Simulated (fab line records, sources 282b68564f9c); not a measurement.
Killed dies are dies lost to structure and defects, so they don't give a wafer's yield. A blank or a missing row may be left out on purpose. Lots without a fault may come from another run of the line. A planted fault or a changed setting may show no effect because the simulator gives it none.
Which tool did it? | flow rit_cmos | 14 lots, 42 wafers sampled, at 5 steps of a route of 202

WHAT THE GAUGES READ, wafer by wafer
RIT_SDANNEAL_RS_MEAS_04: measures by four-point-probe. Usual: PSD_RS 115.9 ohm/sq, standard deviation 0.34.
lot  | measured    | on            | PSD_RS (ohm/sq)                     | flag
L674 | day 3 14:25 | film_metro-03 | 115.7 115.6 115.5                   |
L676 | day 3 18:38 | film_metro-01 | 116.2 116.4 116.1                   |
L675 | day 3 20:38 | film_metro-03 | 115.4 115.8 115.4                   |
L677 | day 4 01:27 | film_metro-04 | 115.8 116.0 115.8                   |
L678 | day 4 06:01 | film_metro-04 | 116.2 116.0 116.1                   |
L680 | day 4 13:36 | film_metro-04 | 115.8 116.1 115.8                   |
L685 | day 5 14:05 | film_metro-03 | 120.4 120.0 120.2 120.5 120.0 120.1 | OFF
L687 | day 5 23:56 | film_metro-04 | 120.3 119.8 119.9 120.2 120.0 119.9 | OFF
L688 | day 6 05:27 | film_metro-04 | 115.9 115.9 116.0                   |
L690 | day 6 13:28 | film_metro-03 | 115.5 115.8 115.7                   |
L693 | day 7 05:52 | film_metro-04 | 115.7 116.8 116.3                   |
L694 | day 7 09:55 | film_metro-03 | 115.4 115.5 115.5                   |
L696 | day 7 21:13 | film_metro-04 | 115.6 115.4 115.7                   |
L697 | day 8 02:00 | film_metro-03 | 115.1 115.5 115.3                   |

RIT_SDANNEAL_RS_MEAS_07: measures by four-point-probe. Usual: NLDD_RS 151.5 ohm/sq, standard deviation 0.45.
lot  | measured    | on            | NLDD_RS (ohm/sq)  | flag
L674 | day 3 14:47 | film_metro-03 | 152.0 151.7 152.0 |
L676 | day 3 18:59 | film_metro-01 | 151.2 151.6 151.2 |
L675 | day 3 20:59 | film_metro-03 | 151.8 151.5 151.9 |
L677 | day 4 01:49 | film_metro-04 | 151.2 151.5 150.9 |
L678 | day 4 06:23 | film_metro-04 | 151.1 151.7 150.9 |
L680 | day 4 13:58 | film_metro-04 | 151.3 151.4 151.1 |
L685 | day 5 17:25 | film_metro-03 | 150.7 150.5 151.1 |
L687 | day 6 02:16 | film_metro-04 | 151.9 152.0 151.5 |
L688 | day 6 05:49 | film_metro-04 | 152.0 151.2 152.1 |
L690 | day 6 13:50 | film_metro-03 | 151.1 150.9 151.6 |
L693 | day 7 06:14 | film_metro-04 | 151.6 151.2 151.8 |
L694 | day 7 10:16 | film_metro-03 | 151.4 151.5 151.6 |
L696 | day 7 21:35 | film_metro-04 | 151.9 152.1 152.5 |
L697 | day 8 02:22 | film_metro-03 | 151.3 151.0 151.7 |

RIT_CONTACT_CD_MEAS_90: target cd 1000 nm. Usual: cd_nm 999.5 nm, standard deviation 1.8.
lot  | measured    | on        | cd_nm (nm)           | flag
L674 | day 3 17:31 | cd_sem-01 | 999.8 1000.5 1000.5  |
L676 | day 3 21:31 | cd_sem-02 | 999.9 999.5 998.0    |
L675 | day 3 23:23 | cd_sem-02 | 999.3 998.9 998.8    |
L677 | day 4 04:20 | cd_sem-01 | 997.2 999.3 997.2    |
L678 | day 4 08:53 | cd_sem-02 | 999.7 1001.1 1000.7  |
L680 | day 4 16:21 | cd_sem-01 | 1001.7 999.2 999.2   |
L685 | day 5 20:08 | cd_sem-02 | 999.4 1001.3 999.3   |
L687 | day 6 05:14 | cd_sem-02 | 1001.4 999.3 1002.1  |
L688 | day 6 08:21 | cd_sem-02 | 998.4 998.0 998.2    |
L690 | day 6 16:22 | cd_sem-01 | 1001.0 1001.7 1002.4 |
L693 | day 7 08:51 | cd_sem-02 | 1001.8 1000.3 1001.2 |
L694 | day 7 12:40 | cd_sem-02 | 999.3 1002.7 999.7   |
L696 | day 8 00:10 | cd_sem-01 | 1003.7 1001.6 1001.5 |
L697 | day 8 05:05 | cd_sem-02 | 994.3 997.2 998.8    |

WHICH TOOL RAN EACH LOT (tool, then ch and the chambers of the sampled wafers, then the start)
lot  | RIT_NSD_STRIP_09                    | RIT_PSD_IMPLANT_08
L674 | plasma_asher-01 ch 0,1, day 3 12:13 | implanter-02 ch 0, day 3 13:37
L676 | plasma_asher-04 ch 0,1, day 3 16:27 | implanter-03 ch 0, day 3 17:50
L675 | plasma_asher-04 ch 0,1, day 3 18:03 | implanter-01 ch 0, day 3 19:26
L677 | plasma_asher-02 ch 0,1, day 3 22:50 | implanter-02 ch 0, day 4 00:28
L678 | plasma_asher-01 ch 0, day 4 03:55   | implanter-03 ch 0, day 4 05:13
L680 | plasma_asher-04 ch 0, day 4 11:10   | implanter-02 ch 0, day 4 12:38
L685 | plasma_asher-02 ch 0,1, day 5 11:48 | implanter-01 ch 0, day 5 13:13
L687 | plasma_asher-02 ch 0,1, day 5 21:35 | implanter-01 ch 0, day 5 23:06
L688 | plasma_asher-01 ch 0, day 6 03:19   | implanter-02 ch 0, day 6 04:37
L690 | plasma_asher-02 ch 1, day 6 11:23   | implanter-03 ch 0, day 6 12:40
L693 | plasma_asher-01 ch 0,1, day 7 03:47 | implanter-02 ch 0, day 7 05:03
L694 | plasma_asher-01 ch 0, day 7 07:40   | implanter-02 ch 0, day 7 09:05
L696 | plasma_asher-04 ch 0,1, day 7 19:05 | implanter-02 ch 0, day 7 20:23
L697 | plasma_asher-04 ch 0,1, day 7 23:37 | implanter-03 ch 0, day 8 01:07
- RIT_NSD_STRIP_09: strips in O2, time 180 s.
- RIT_PSD_IMPLANT_08

WHAT THE TOOLS THEMSELVES READ (means of the sampled wafers that have a number; where no wafer has one, the mark that the record gives instead)
RIT_NSD_STRIP_09. Usual: drypump_motor_current_A 5.39 A, standard deviation 0.21.
lot  | tool            | drypump_motor_current_A (A) | flag
L674 | plasma_asher-01 | 5.27                        |
L676 | plasma_asher-04 | 5.29                        |
L675 | plasma_asher-04 | 5.45                        |
L677 | plasma_asher-02 | 5.52                        |
L678 | plasma_asher-01 | 5.52                        |
L680 | plasma_asher-04 | 5.66                        |
L685 | plasma_asher-02 | 5.52                        |
L687 | plasma_asher-02 | 5.55                        |
L688 | plasma_asher-01 | 5.51                        |
L690 | plasma_asher-02 | 5.48                        |
L693 | plasma_asher-01 | 5.40                        |
L694 | plasma_asher-01 | 5.51                        |
L696 | plasma_asher-04 | 5.48                        |
L697 | plasma_asher-04 | 5.33                        |

RIT_PSD_IMPLANT_08. Usual: beam_energy_keV 27.000, standard deviation 0.0084.
lot  | tool         | beam_energy_keV | flag
L674 | implanter-02 | 26.993          |
L676 | implanter-03 | 26.996          |
L675 | implanter-01 | 26.986          |
L677 | implanter-02 | 27.002          |
L678 | implanter-03 | 27.009          |
L680 | implanter-02 | 27.008          |
L685 | implanter-01 | 25.170          | OFF
L687 | implanter-01 | 25.165          | OFF
L688 | implanter-02 | 27.004          |
L690 | implanter-03 | 27.002          |
L693 | implanter-02 | 27.003          |
L694 | implanter-02 | 26.992          |
L696 | implanter-02 | 27.009          |
L697 | implanter-03 | 27.000          |

THE ANSWER, worked out from the rows above alone
Rule: a lot is off if the mean of its wafers that have a number lies more than 3 standard deviations from the usual mean. A lot without any number at a reading at which 4 lots or more have one is off too. The other lots that the step has rows for count as sound. The gauges are gone through in route order, then the tools' own readings, and for those a lot's mean is taken as printed above. The first step at which some lot is off is used, and at that step the reading that is off furthest; a lot without a number counts as furthest.
Off: L685, L687, at RIT_SDANNEAL_RS_MEAS_04 (PSD_RS).
A tool fits if, at a process step before that reading, it ran every lot that is off, and no sound lot after the first of them. The gauges at RIT_SDANNEAL_RS_MEAS_04 aren't tried: what is off there is off at RIT_PSD_IMPLANT_08 too, on other tools, and a gauge's error can't cause that. One fits: implanter-01 at RIT_PSD_IMPLANT_08. Its last sound lot is L675 (day 3 19:26), its first lot that is off L685 (day 5 13:13): a fault that began between those two fits.
The tool's own readings at RIT_PSD_IMPLANT_08 bear it out: on the lots that are off they differ by more than 5 times the standard deviation of the sound lots' means. beam_energy_keV reads 25.168 there against 27.000 on the sound lots.

WHAT THE SIMULATOR HAD PUT IN
Process parameter drift: implanter-01, from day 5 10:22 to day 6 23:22, at RIT_PSD_IMPLANT_08. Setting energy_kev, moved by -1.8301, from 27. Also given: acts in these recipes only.
Lots struck among those shown: L685, L687. The rule above found the same.
